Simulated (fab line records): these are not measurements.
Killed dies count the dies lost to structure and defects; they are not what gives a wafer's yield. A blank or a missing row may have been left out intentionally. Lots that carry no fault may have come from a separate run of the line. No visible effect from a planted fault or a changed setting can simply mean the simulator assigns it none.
The tool behind it: which one? + flow berkeleyCmos170 + 14 lots, 40 wafers sampled, at 2 steps of a route of 331

== WHAT THE GAUGES SHOWED, per wafer ==
UCB170_M1_OVL_MEAS_10. Usual: M1_OVL 2 nm, standard deviation 6.5.
| lot  | measured     | on         | M1_OVL (nm) | flag |
|------|--------------|------------|-------------|------|
| L580 | day 7 16:13  | overlay-01 | -2 -3 5     |      |
| L581 | day 7 16:29  | overlay-02 | 6 13 9      |      |
| L578 | day 7 22:22  | overlay-01 | 1 -5 4      |      |
| L582 | day 8 18:19  | overlay-02 | -3 -1 -5    |      |
| L585 | day 8 21:00  | overlay-02 | -11 -5 -7   |      |
| L586 | day 8 21:25  | overlay-02 | 3 4 8       |      |
| L588 | day 9 14:46  | overlay-02 | 3 -1 2      |      |
| L591 | day 10 05:07 | overlay-02 | 3 -1 4      |      |
| L589 | day 10 07:39 | overlay-02 | 10          |      |
| L595 | day 11 04:10 | overlay-01 | 19 6 7      |      |
| L596 | day 11 04:46 | overlay-02 | 0 1 -4      |      |
| L597 | day 11 16:03 | overlay-02 | -3 -2 -3    |      |
| L600 | day 11 11:40 | overlay-01 | 1 -1 2      |      |
| L599 | day 11 13:43 | overlay-01 | -14 -12 -9  |      |

== WHAT TOOL EACH LOT RAN ON (gives the tool, then ch and the chambers of the sampled wafers, and finally the start) ==
| lot  | UCB170_SPACER_CVD_00            |
|------|---------------------------------|
| L580 | pecvd-02 ch 0,2, day 7 01:32    |
| L581 | pecvd-04 ch 0,1,2, day 7 01:36  |
| L578 | pecvd-01 ch 0,1, day 7 03:44    |
| L582 | pecvd-04 ch 0,1,2, day 7 15:50  |
| L585 | pecvd-01 ch 0,1,2, day 7 22:37  |
| L586 | pecvd-04 ch 1,2, day 7 22:59    |
| L588 | pecvd-01 ch 0,1,2, day 8 23:57  |
| L591 | pecvd-02 ch 0,1, day 9 09:24    |
| L589 | pecvd-04 ch 2, day 9 09:37      |
| L595 | pecvd-04 ch 0,1,2, day 10 07:04 |
| L596 | pecvd-01 ch 0,1,2, day 10 07:28 |
| L597 | pecvd-01 ch 0,2, day 10 18:16   |
| L600 | pecvd-02 ch 1,2, day 10 19:31   |
| L599 | pecvd-01 ch 1,2, day 10 20:00   |
- UCB170_SPACER_CVD_00: deposits SiO2 from TEOS/O2, target thk 376 nm, time 47 s.

== WHAT THE TOOLS THEMSELVES READ (means of the sampled wafers that have a number; where no wafer has one, the mark that the record gives instead) ==
UCB170_SPACER_CVD_00. Usual: heaterPowerW 281 W, standard deviation 56; rfFwdPowerW 544.1 W, standard deviation 2.6.
| lot  | tool     | heaterPowerW (W) | rfFwdPowerW (W) | flag |
|------|----------|------------------|-----------------|------|
| L580 | pecvd-02 | 308              | 542.8           |      |
| L581 | pecvd-04 | 293              | 544.1           |      |
| L578 | pecvd-01 | 363              | 542.8           |      |
| L582 | pecvd-04 | 257              | 544.7           |      |
| L585 | pecvd-01 | 294              | 544.8           |      |
| L586 | pecvd-04 | 280              | 544.6           |      |
| L588 | pecvd-01 | 240              | 542.9           |      |
| L591 | pecvd-02 | 285              | 543.5           |      |
| L589 | pecvd-04 | 324              | 485.8           | OFF  |
| L595 | pecvd-04 | 284              | 523.0           | OFF  |
| L596 | pecvd-01 | 268              | 545.0           |      |
| L597 | pecvd-01 | 335              | 542.5           |      |
| L600 | pecvd-02 | 274              | 546.4           |      |
| L599 | pecvd-01 | 254              | 543.3           |      |

== THE ANSWER, worked out from the rows above alone ==
Rule: lot off if the mean of its wafers having a number is beyond 3 standard deviations from the usual mean. Also off: a lot with no number at a reading for which 4 or more lots have one. Where the step has rows for the other lots, those lots are counted as sound. The gauges are gone through in route order, then the tools' own readings, and for those a lot's mean is taken as printed above. At the first step where some lot is off, the reading lying furthest off is the one used; lots without a number count as furthest.
Off: L589, L595, at UCB170_SPACER_CVD_00 (rfFwdPowerW).
If a tool, at that step or one of the process steps before it, ran each lot that is off and ran no sound lot following the first of them, it fits. One candidate fits, namely pecvd-04 at UCB170_SPACER_CVD_00. A fault onset in the window from L586 (day 7 22:59, its last sound lot) to L589 (day 9 09:37, its first lot off) fits.
The tool's own readings at UCB170_SPACER_CVD_00 bear it out: on the lots that are off they differ by more than 5 times the standard deviation of the sound lots' means. rfFwdPowerW reads 504.4 W there against 544.0 W on the sound lots.

== WHAT HAD BEEN PUT IN BY THE SIMULATOR ==
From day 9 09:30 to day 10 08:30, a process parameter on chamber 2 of pecvd-04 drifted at UCB170_SPACER_CVD_00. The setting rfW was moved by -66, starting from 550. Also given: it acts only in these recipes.
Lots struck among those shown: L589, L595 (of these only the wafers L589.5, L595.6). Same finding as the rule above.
